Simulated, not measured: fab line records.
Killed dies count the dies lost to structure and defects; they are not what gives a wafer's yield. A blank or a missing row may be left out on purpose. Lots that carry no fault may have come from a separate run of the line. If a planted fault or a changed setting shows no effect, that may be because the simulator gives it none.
fab line records :: flow ritCmos
record:
  lots: 14
  wafers: 42
  lastDay: 7
route steps=202 shown PSD@150 M1@202
lots with no fault: from the same line, run without faults
startH: hours from the record's opening day to when the first of the lot's shown wafers began :: waitH: how many hours have passed since the lot's step before this one :: " same as the row above :: L1.1+2: several wafers, shown together as one row :: - either no value or no given start :: * or withheld: withheld :: < > ~ a bound
route shown NAME@n: a module of which the file shows steps, and the number in the route of the first :: usual: average and standard deviation across the fault-free wafers :: same: alike in all rows :: chamber/n: place in a boat :: sites: per-site readings :: _std_site: their standard deviation :: _edge_site: inner sites' mean taken away from outer sites' mean :: radiusMm: for every site, how far away it sits from the centre of the wafer :: mask NAME#n: copy n :: behind: the most recent tool/chamber to have shaped the wafer :: hold: reason for holding the lot/hours on hold/outcome of the hold :: device: whichever transistor did not switch (one of n, p or np) :: end of line: tests of these same wafers at the route's end :: step lacking rows: just its recipe :: killed: count of dies lost to structure and defects at first sort (not the wafer's yield) :: map: a wafer's dies, x killed, . not, _ none there
set.NAME: the setting the step ran with; set.NAME@STEP: the setting that earlier step ran with :: model.NAME: the simulator's own value behind a step, which no gauge read
one table for each step of the route and one row for each wafer, over a sample of lots
services: from which hour (startH, from the record's first day; less than 0 if before it) a tool's chamber was out of use, for how many hours, and why
== steps ==
step: RIT_PSD_IMPLANT_08
recipe:
  species: BF2
  energyKev: 27
  doseCm2: 5e+15
  tiltDeg: 7
usual:
  beamEnergyKeV: 26.999/0.0081
same:
  implantIonAmu: 49
lot.wafer: L577.4
tool: implanter-04
chamber: 0
startH: 50.44
waitH: 0.1
beamEnergyKeV: 27.008

lot.wafer: L577.5
tool: implanter-04
chamber: 0
startH: 50.44
waitH: 0.1
beamEnergyKeV: 27.004

lot.wafer: L577.6
tool: implanter-04
chamber: 0
startH: 50.44
waitH: 0.1
beamEnergyKeV: 27.015

lot.wafer: L578.1
tool: implanter-01
chamber: 0
startH: 56.22
waitH: 0.1
beamEnergyKeV: 26.986

lot.wafer: L578.2
tool: implanter-01
chamber: 0
startH: 56.22
waitH: 0.1
beamEnergyKeV: 26.997

lot.wafer: L578.5
tool: implanter-01
chamber: 0
startH: 56.22
waitH: 0.1
beamEnergyKeV: 27.002

lot.wafer: L580.1
tool: implanter-04
chamber: 0
startH: 67.21
waitH: 0.1
beamEnergyKeV: 26.994

lot.wafer: L580.4
tool: implanter-04
chamber: 0
startH: 67.21
waitH: 0.1
beamEnergyKeV: 27.004

lot.wafer: L580.5
tool: implanter-04
chamber: 0
startH: 67.21
waitH: 0.1
beamEnergyKeV: 27.002

lot.wafer: L581.2
tool: implanter-01
chamber: 0
startH: 69.11
waitH: 0.1
beamEnergyKeV: 26.998

lot.wafer: L581.3
tool: implanter-01
chamber: 0
startH: 69.11
waitH: 0.1
beamEnergyKeV: 27.008

lot.wafer: L581.6
tool: implanter-01
chamber: 0
startH: 69.11
waitH: 0.1
beamEnergyKeV: 26.998

lot.wafer: L586.3
tool: implanter-01
chamber: 0
startH: 93.86
waitH: 0.1
beamEnergyKeV: 32.938

lot.wafer: L586.5
tool: implanter-01
chamber: 0
startH: 93.86
waitH: 0.1
beamEnergyKeV: 32.928

lot.wafer: L586.6
tool: implanter-01
chamber: 0
startH: 93.86
waitH: 0.1
beamEnergyKeV: 32.934

lot.wafer: L587.2
tool: implanter-01
chamber: 0
startH: 99.76
waitH: 0.1
beamEnergyKeV: 32.953

lot.wafer: L587.5
tool: implanter-01
chamber: 0
startH: 99.76
waitH: 0.1
beamEnergyKeV: 32.961

lot.wafer: L587.6
tool: implanter-01
chamber: 0
startH: 99.76
waitH: 0.1
beamEnergyKeV: 32.947

lot.wafer: L588.1
tool: implanter-03
chamber: 0
startH: 105.22
waitH: 0.1
beamEnergyKeV: 26.995

lot.wafer: L588.4
tool: implanter-03
chamber: 0
startH: 105.22
waitH: 0.1
beamEnergyKeV: 26.997

lot.wafer: L588.5
tool: implanter-03
chamber: 0
startH: 105.22
waitH: 0.1
beamEnergyKeV: 26.995

lot.wafer: L589.2
tool: implanter-03
chamber: 0
startH: 110.06
waitH: 0.1
beamEnergyKeV: 26.999

lot.wafer: L589.3
tool: implanter-03
chamber: 0
startH: 110.06
waitH: 0.1
beamEnergyKeV: 26.992

lot.wafer: L589.6
tool: implanter-03
chamber: 0
startH: 110.06
waitH: 0.1
beamEnergyKeV: 26.988

lot.wafer: L590.2
tool: implanter-04
chamber: 0
startH: 116.63
waitH: 0.1
beamEnergyKeV: 27.010

lot.wafer: L590.3
tool: implanter-04
chamber: 0
startH: 116.63
waitH: 0.1
beamEnergyKeV: 27.007

lot.wafer: L590.4
tool: implanter-04
chamber: 0
startH: 116.63
waitH: 0.1
beamEnergyKeV: 27.011

lot.wafer: L592.1
tool: implanter-04
chamber: 0
startH: 127.74
waitH: 0.1
beamEnergyKeV: 27.012

lot.wafer: L592.2
tool: implanter-04
chamber: 0
startH: 127.74
waitH: 0.1
beamEnergyKeV: 26.997

lot.wafer: L592.5
tool: implanter-04
chamber: 0
startH: 127.74
waitH: 0.1
beamEnergyKeV: 26.990

lot.wafer: L593.2
tool: implanter-04
chamber: 0
startH: 131.02
waitH: 0.1
beamEnergyKeV: 27.004

lot.wafer: L593.3
tool: implanter-04
chamber: 0
startH: 131.02
waitH: 0.1
beamEnergyKeV: 27.008

lot.wafer: L593.4
tool: implanter-04
chamber: 0
startH: 131.02
waitH: 0.1
beamEnergyKeV: 27.002

lot.wafer: L597.2
tool: implanter-03
chamber: 0
startH: 150.78
waitH: 0.1
beamEnergyKeV: 27.007

lot.wafer: L597.4
tool: implanter-03
chamber: 0
startH: 150.78
waitH: 0.1
beamEnergyKeV: 26.985

lot.wafer: L597.5
tool: implanter-03
chamber: 0
startH: 150.78
waitH: 0.1
beamEnergyKeV: 26.997

lot.wafer: L598.4
tool: implanter-04
chamber: 0
startH: 155.87
waitH: 0.1
beamEnergyKeV: 27.004

lot.wafer: L598.5
tool: implanter-04
chamber: 0
startH: 155.87
waitH: 0.1
beamEnergyKeV: 26.998

lot.wafer: L598.6
tool: implanter-04
chamber: 0
startH: 155.87
waitH: 0.1
beamEnergyKeV: 27.004

lot.wafer: L600.3
tool: implanter-04
chamber: 0
startH: 166.78
waitH: 0.1
beamEnergyKeV: 26.999

lot.wafer: L600.4
tool: implanter-04
chamber: 0
startH: 166.78
waitH: 0.1
beamEnergyKeV: 26.984

lot.wafer: L600.6
tool: implanter-04
chamber: 0
startH: 166.78
waitH: 0.1
beamEnergyKeV: 26.995
step: RIT_PSD_TW_MEAS_10
usual:
  PSD_TW: 3380/20
lot.wafer: L577.4
tool: filmMetro-04
chamber: -
startH: 50.72
waitH: 0.1
PSD_TW: 3371

lot.wafer: L577.5
tool: filmMetro-04
chamber: -
startH: 50.72
waitH: 0.1
PSD_TW: 3402

lot.wafer: L577.6
tool: filmMetro-04
chamber: -
startH: 50.72
waitH: 0.1
PSD_TW: 3372

lot.wafer: L578.1
tool: filmMetro-02
chamber: -
startH: 56.55
waitH: 0.1
PSD_TW: 3413

lot.wafer: L578.2
tool: filmMetro-02
chamber: -
startH: 56.55
waitH: 0.1
PSD_TW: 3419

lot.wafer: L578.5
tool: filmMetro-02
chamber: -
startH: 56.55
waitH: 0.1
PSD_TW: 3398

lot.wafer: L580.1
tool: filmMetro-04
chamber: -
startH: 67.54
waitH: 0.1
PSD_TW: 3364

lot.wafer: L580.4
tool: filmMetro-04
chamber: -
startH: 67.54
waitH: 0.1
PSD_TW: 3378

lot.wafer: L580.5
tool: filmMetro-04
chamber: -
startH: 67.54
waitH: 0.1
PSD_TW: 3360

lot.wafer: L581.2
tool: filmMetro-04
chamber: -
startH: 69.42
waitH: 0.1
PSD_TW: 3382

lot.wafer: L581.3
tool: filmMetro-04
chamber: -
startH: 69.42
waitH: 0.1
PSD_TW: 3365

lot.wafer: L581.6
tool: filmMetro-04
chamber: -
startH: 69.42
waitH: 0.1
PSD_TW: 3393

lot.wafer: L586.3
tool: filmMetro-02
chamber: -
startH: 94.16
waitH: 0.1
PSD_TW: 3566

lot.wafer: L586.5
tool: filmMetro-02
chamber: -
startH: 94.16
waitH: 0.1
PSD_TW: 3565

lot.wafer: L586.6
tool: filmMetro-02
chamber: -
startH: 94.16
waitH: 0.1
PSD_TW: 3587

lot.wafer: L587.2
tool: filmMetro-02
chamber: -
startH: 100.07
waitH: 0.1
PSD_TW: 3564

lot.wafer: L587.5
tool: filmMetro-02
chamber: -
startH: 100.07
waitH: 0.1
PSD_TW: 3559

lot.wafer: L587.6
tool: filmMetro-02
chamber: -
startH: 100.07
waitH: 0.1
PSD_TW: 3566

lot.wafer: L588.1
tool: filmMetro-04
chamber: -
startH: 105.55
waitH: 0.1
PSD_TW: 3361

lot.wafer: L588.4
tool: filmMetro-04
chamber: -
startH: 105.55
waitH: 0.1
PSD_TW: 3368

lot.wafer: L588.5
tool: filmMetro-04
chamber: -
startH: 105.55
waitH: 0.1
PSD_TW: 3367

lot.wafer: L589.2
tool: filmMetro-04
chamber: -
startH: 110.37
waitH: 0.1
PSD_TW: 3371

lot.wafer: L589.3
tool: filmMetro-04
chamber: -
startH: 110.37
waitH: 0.1
PSD_TW: 3382

lot.wafer: L589.6
tool: filmMetro-04
chamber: -
startH: 110.37
waitH: 0.1
PSD_TW: 3387

lot.wafer: L590.2
tool: filmMetro-02
chamber: -
startH: 116.94
waitH: 0.1
PSD_TW: 3398

lot.wafer: L590.3
tool: filmMetro-02
chamber: -
startH: 116.94
waitH: 0.1
PSD_TW: 3375

lot.wafer: L590.4
tool: filmMetro-02
chamber: -
startH: 116.94
waitH: 0.1
PSD_TW: 3388

lot.wafer: L592.1
tool: filmMetro-02
chamber: -
startH: 128.07
waitH: 0.1
PSD_TW: 3422

lot.wafer: L592.2
tool: filmMetro-02
chamber: -
startH: 128.07
waitH: 0.1
PSD_TW: 3407

lot.wafer: L592.5
tool: filmMetro-02
chamber: -
startH: 128.07
waitH: 0.1
PSD_TW: 3407

lot.wafer: L593.2
tool: filmMetro-03
chamber: -
startH: 131.33
waitH: 0.1
PSD_TW: 3340

lot.wafer: L593.3
tool: filmMetro-03
chamber: -
startH: 131.33
waitH: 0.1
PSD_TW: 3350

lot.wafer: L593.4
tool: filmMetro-03
chamber: -
startH: 131.33
waitH: 0.1
PSD_TW: 3358

lot.wafer: L597.2
tool: filmMetro-03
chamber: -
startH: 151.09
waitH: 0.1
PSD_TW: 3352

lot.wafer: L597.4
tool: filmMetro-03
chamber: -
startH: 151.09
waitH: 0.1
PSD_TW: 3359

lot.wafer: L597.5
tool: filmMetro-03
chamber: -
startH: 151.09
waitH: 0.1
PSD_TW: 3372

lot.wafer: L598.4
tool: filmMetro-02
chamber: -
startH: 156.15
waitH: 0.1
PSD_TW: 3416

lot.wafer: L598.5
tool: filmMetro-02
chamber: -
startH: 156.15
waitH: 0.1
PSD_TW: 3396

lot.wafer: L598.6
tool: filmMetro-02
chamber: -
startH: 156.15
waitH: 0.1
PSD_TW: 3399

lot.wafer: L600.3
tool: filmMetro-04
chamber: -
startH: 167.08
waitH: 0.1
PSD_TW: 3382

lot.wafer: L600.4
tool: filmMetro-04
chamber: -
startH: 167.08
waitH: 0.1
PSD_TW: 3391

lot.wafer: L600.6
tool: filmMetro-04
chamber: -
startH: 167.08
waitH: 0.1
PSD_TW: 3372
step: RIT_SDANNEAL_RS_MEAS_04
recipe:
  thkMeasGauge: four-point-probe
usual:
  PSD_RS: 115.9/0.3
lot.wafer: L577.4
tool: filmMetro-03
chamber: -
startH: 51.23
waitH: 0.1
PSD_RS[ohm/sq]: 115.5

lot.wafer: L577.5
tool: filmMetro-03
chamber: -
startH: 51.23
waitH: 0.1
PSD_RS[ohm/sq]: 115.5

lot.wafer: L577.6
tool: filmMetro-03
chamber: -
startH: 51.23
waitH: 0.1
PSD_RS[ohm/sq]: 115.5

lot.wafer: L578.1
tool: filmMetro-03
chamber: -
startH: 57.03
waitH: 0.0
PSD_RS[ohm/sq]: 116.0

lot.wafer: L578.2
tool: filmMetro-03
chamber: -
startH: 57.03
waitH: 0.0
PSD_RS[ohm/sq]: 115.8

lot.wafer: L578.5
tool: filmMetro-03
chamber: -
startH: 57.03
waitH: 0.0
PSD_RS[ohm/sq]: 116.1

lot.wafer: L580.1
tool: filmMetro-04
chamber: -
startH: 68.04
waitH: 0.0
PSD_RS[ohm/sq]: 116.5

lot.wafer: L580.4
tool: filmMetro-04
chamber: -
startH: 68.04
waitH: 0.0
PSD_RS[ohm/sq]: 116.8

lot.wafer: L580.5
tool: filmMetro-04
chamber: -
startH: 68.04
waitH: 0.0
PSD_RS[ohm/sq]: 116.2

lot.wafer: L581.2
tool: filmMetro-02
chamber: -
startH: 69.95
waitH: 0.1
PSD_RS[ohm/sq]: 115.8

lot.wafer: L581.3
tool: filmMetro-02
chamber: -
startH: 69.95
waitH: 0.1
PSD_RS[ohm/sq]: 116.0

lot.wafer: L581.6
tool: filmMetro-02
chamber: -
startH: 69.95
waitH: 0.1
PSD_RS[ohm/sq]: 116.0

lot.wafer: L586.3
tool: filmMetro-02
chamber: -
startH: 94.66
waitH: 0.1
PSD_RS[ohm/sq]: 103.9

lot.wafer: L586.5
tool: filmMetro-02
chamber: -
startH: 94.66
waitH: 0.1
PSD_RS[ohm/sq]: 103.9

lot.wafer: L586.6
tool: filmMetro-02
chamber: -
startH: 94.66
waitH: 0.1
PSD_RS[ohm/sq]: 104.2

lot.wafer: L587.2
tool: filmMetro-02
chamber: -
startH: 100.60
waitH: 0.1
PSD_RS[ohm/sq]: 104.3

lot.wafer: L587.5
tool: filmMetro-02
chamber: -
startH: 100.60
waitH: 0.1
PSD_RS[ohm/sq]: 104.2

lot.wafer: L587.6
tool: filmMetro-02
chamber: -
startH: 100.60
waitH: 0.1
PSD_RS[ohm/sq]: 104.4

lot.wafer: L588.1
tool: filmMetro-03
chamber: -
startH: 106.03
waitH: 0.0
PSD_RS[ohm/sq]: 116.4

lot.wafer: L588.4
tool: filmMetro-03
chamber: -
startH: 106.03
waitH: 0.0
PSD_RS[ohm/sq]: 115.6

lot.wafer: L588.5
tool: filmMetro-03
chamber: -
startH: 106.03
waitH: 0.0
PSD_RS[ohm/sq]: 115.9

lot.wafer: L589.2
tool: filmMetro-03
chamber: -
startH: 110.86
waitH: 0.1
PSD_RS[ohm/sq]: 116.0

lot.wafer: L589.3
tool: filmMetro-03
chamber: -
startH: 110.86
waitH: 0.1
PSD_RS[ohm/sq]: 115.9

lot.wafer: L589.6
tool: filmMetro-03
chamber: -
startH: 110.86
waitH: 0.1
PSD_RS[ohm/sq]: 115.7

lot.wafer: L590.2
tool: filmMetro-02
chamber: -
startH: 117.43
waitH: 0.1
PSD_RS[ohm/sq]: 115.8

lot.wafer: L590.3
tool: filmMetro-02
chamber: -
startH: 117.43
waitH: 0.1
PSD_RS[ohm/sq]: 115.7

lot.wafer: L590.4
tool: filmMetro-02
chamber: -
startH: 117.43
waitH: 0.1
PSD_RS[ohm/sq]: 115.5

lot.wafer: L592.1
tool: filmMetro-04
chamber: -
startH: 128.55
waitH: 0.0
PSD_RS[ohm/sq]: 115.9

lot.wafer: L592.2
tool: filmMetro-04
chamber: -
startH: 128.55
waitH: 0.0
PSD_RS[ohm/sq]: 116.4

lot.wafer: L592.5
tool: filmMetro-04
chamber: -
startH: 128.55
waitH: 0.0
PSD_RS[ohm/sq]: 115.9

lot.wafer: L593.2
tool: filmMetro-04
chamber: -
startH: 131.83
waitH: 0.1
PSD_RS[ohm/sq]: 116.1

lot.wafer: L593.3
tool: filmMetro-04
chamber: -
startH: 131.83
waitH: 0.1
PSD_RS[ohm/sq]: 115.9

lot.wafer: L593.4
tool: filmMetro-04
chamber: -
startH: 131.83
waitH: 0.1
PSD_RS[ohm/sq]: 116.3

lot.wafer: L597.2
tool: filmMetro-04
chamber: -
startH: 151.60
waitH: 0.1
PSD_RS[ohm/sq]: 116.5

lot.wafer: L597.4
tool: filmMetro-04
chamber: -
startH: 151.60
waitH: 0.1
PSD_RS[ohm/sq]: 116.3

lot.wafer: L597.5
tool: filmMetro-04
chamber: -
startH: 151.60
waitH: 0.1
PSD_RS[ohm/sq]: 116.0

lot.wafer: L598.4
tool: filmMetro-03
chamber: -
startH: 156.74
waitH: 0.1
PSD_RS[ohm/sq]: 116.0

lot.wafer: L598.5
tool: filmMetro-03
chamber: -
startH: 156.74
waitH: 0.1
PSD_RS[ohm/sq]: 115.8

lot.wafer: L598.6
tool: filmMetro-03
chamber: -
startH: 156.74
waitH: 0.1
PSD_RS[ohm/sq]: 116.1

lot.wafer: L600.3
tool: filmMetro-04
chamber: -
startH: 167.60
waitH: 0.1
PSD_RS[ohm/sq]: 116.2

lot.wafer: L600.4
tool: filmMetro-04
chamber: -
startH: 167.60
waitH: 0.1
PSD_RS[ohm/sq]: 116.1

lot.wafer: L600.6
tool: filmMetro-04
chamber: -
startH: 167.60
waitH: 0.1
PSD_RS[ohm/sq]: 116.1
step: RIT_M1_PROBE_99
usual:
  killedAtContacts: 0.0/0.18
  killedAtFrontEnd: 7/3.1
  killedDies: 7/3.1
  killedOpen: 3.5/2.1
  killedShort: 3.5/2
same:
  grossDies: 264
  killed_at_M0_to_M3: 0
  killed_at_M4_up: 0
  killedAtBackSide: 0
  killedAtOther: 0
lot.wafer: L586.3
tool: prober-02
chamber: -
startH: 104.12
waitH: 0.2
killedAtContacts: 0
killedAtFrontEnd: 4
killedDies: 4
killedOpen: 2
killedShort: 2

lot.wafer: L586.5
tool: prober-02
chamber: -
startH: 104.22
waitH: 0.2
killedAtContacts: 0
killedAtFrontEnd: 9
killedDies: 9
killedOpen: 2
killedShort: 6

lot.wafer: L586.6
tool: prober-02
chamber: -
startH: 104.27
waitH: 0.2
killedAtContacts: 0
killedAtFrontEnd: 7
killedDies: 7
killedOpen: 3
killedShort: 4

lot.wafer: L598.4
tool: prober-02
chamber: -
startH: 164.37
waitH: 0.2
killedAtContacts: 0
killedAtFrontEnd: 6
killedDies: 6
killedOpen: 3
killedShort: 3

lot.wafer: L598.5
tool: prober-02
chamber: -
startH: 164.42
waitH: 0.2
killedAtContacts: 0
killedAtFrontEnd: 6
killedDies: 6
killedOpen: 1
killedShort: 3

lot.wafer: L598.6
tool: prober-02
chamber: -
startH: 164.47
waitH: 0.2
killedAtContacts: 0
killedAtFrontEnd: 4
killedDies: 4
killedOpen: 2
killedShort: 2
killed by level:class
L586.3 FOX2:geometricParticle:short=1 FOX2:geometricParticle:open=1 SPACER:geometricParticle:short=1 SPACER:geometricParticle:open=1
L586.5 GATE:geometricParticle:short=4 FOX2:geometricParticle:short=1 GATE:geometricParticle:open=1 REOX:geometricParticle:short=1 SPACER:geometricParticle:open=1 PLDD:coatMicrobubblePrinted=1
L586.6 GATE:geometricParticle:short=2 FOX1:geometricParticle:open=1 FOX2:geometricParticle:short=1 FOX2:geometricParticle:open=1 GATE:geometricParticle:open=1 SILICIDE:geometricParticle:short=1
L598.4 GATE:geometricParticle:open=1 GATE:geometricParticle:short=1 SPACER:geometricParticle:short=1 SPACER:geometricParticle:open=1 SILICIDE:geometricParticle:short=1 SILICIDE:geometricParticle:open=1
L598.5 NLDD:coatMicrobubblePrinted=2 FOX1:geometricParticle:short=1 GATE:geometricParticle:short=1 SPACER:geometricParticle:short=1 SPACER:geometricParticle:open=1
L598.6 REOX:geometricParticle:short=2 GATE:geometricParticle:open=1 SPACER:geometricParticle:open=1
== services ==
tool: implanter-04
chamber: -
startH: 85.60
hours: 4.5
kind: pm

tool: implanter-03
chamber: -
startH: 134.20
hours: 4.9
kind: pm

tool: implanter-01
chamber: -
startH: 166.21
hours: 4.1
kind: repair
== key ==
firstSign:
  step: RIT_PSD_IMPLANT_08
  reading: beamEnergyKeV
  direction: up
  sigmas: 99+
  usual: 26.999
  struck: 32.943
effect:
  step: RIT_PSD_TW_MEAS_10
  reading: PSD_TW
  direction: up
  sigmas: 9.5
  usual: 3380
  struck: 3568
effect:
  step: RIT_SDANNEAL_RS_MEAS_04
  reading: PSD_RS
  direction: down
  sigmas: 39
  usual: 115.9
  struck: 104.2
metAt RIT_PSD_IMPLANT_08
struckLots L586,L587
rowsEnd L587.2,L587.5,L587.6
testerLeftOut L586
onsetBetween 69.11 93.86
fault:
  kind: processParameterDrift
  tool: implanter-01
  chamber: -
  onsetH: 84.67
  steps: RIT_PSD_IMPLANT_08
  channel: energyKev
  offset: 5.94
  shape: step
  endH: 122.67
  actsIn: theseRecipesOnly
  stated: 27
testerLeftOut: of these lots the tester's yield and bins aren't shown, on N5 and GAA mostly nor the transistor test; their killed dies are dies lost to structure and defects alone, not to doping, threshold or leakage, so they don't give the yield
rowsEnd: these wafers met a further fault down the route, and their rows from its step on are left out
